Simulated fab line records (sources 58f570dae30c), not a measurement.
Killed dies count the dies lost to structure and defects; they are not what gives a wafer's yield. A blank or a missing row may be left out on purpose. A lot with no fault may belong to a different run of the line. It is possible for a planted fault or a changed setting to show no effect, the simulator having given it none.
Which of the tools did it? :: flow berkeley-cmos170 :: 18 wafers from 6 lots sampled at 2 of the route's 331 steps

== WHAT EACH GAUGE READ, for each wafer ==
UCB170_M1_CD_MEAS_90: target cd 700 nm.
lot: L594
measured: day 10 02:41
on: cd-sem-02
cd-nm (nm): 699 699 701

lot: L592
measured: day 10 04:34
on: cd-sem-02
cd-nm (nm): 698 693 690

lot: L597
measured: day 10 20:02
on: cd-sem-02
cd-nm (nm): 700 700 700

lot: L598
measured: day 11 18:34
on: cd-sem-01
cd-nm (nm): 703 703 702

lot: L610
measured: day 14 14:21
on: cd-sem-02
cd-nm (nm): 697 696 697

lot: L613
measured: day 14 15:50
on: cd-sem-02
cd-nm (nm): 700 704 702

== WHICH TOOL RAN EACH LOT (tool, then ch and the chambers of the sampled wafers, then the start) ==
lot: L594
UCB170_M1_ETCH_11: rie-diel-04 ch 0,1, day 10 02:24

lot: L592
UCB170_M1_ETCH_11: rie-diel-04 ch 0,1,2, day 10 04:17

lot: L597
UCB170_M1_ETCH_11: rie-diel-02 ch 0,1,2, day 10 19:44

lot: L598
UCB170_M1_ETCH_11: rie-diel-02 ch 0,2,3, day 11 18:09

lot: L610
UCB170_M1_ETCH_11: rie-diel-04 ch 0,2,3, day 14 13:56

lot: L613
UCB170_M1_ETCH_11: rie-diel-04 ch 0,1,2, day 14 15:34
- UCB170_M1_ETCH_11: etches BARC in N2/H2.

== THE ANSWER, worked out from the rows above alone ==
Rule: the lots themselves supply what counts as usual. The widest of any qualifying gaps counts: lots, ordered by their means at a reading, are off when they make up no more than a third of the lots, leave a main group of 4 or more, and stand apart from it by 3 or more times the standard deviation of that group's means. Not used: any main group whose means are identical at the precision the tables above print for the reading. A lot without any number at a reading at which 4 lots or more have one is off too. All remaining lots with rows at the step are treated as sound.
Across all readings shown, no lot is off: no conclusion can be drawn from this.

== WHAT THE SIMULATOR HAD PUT IN ==
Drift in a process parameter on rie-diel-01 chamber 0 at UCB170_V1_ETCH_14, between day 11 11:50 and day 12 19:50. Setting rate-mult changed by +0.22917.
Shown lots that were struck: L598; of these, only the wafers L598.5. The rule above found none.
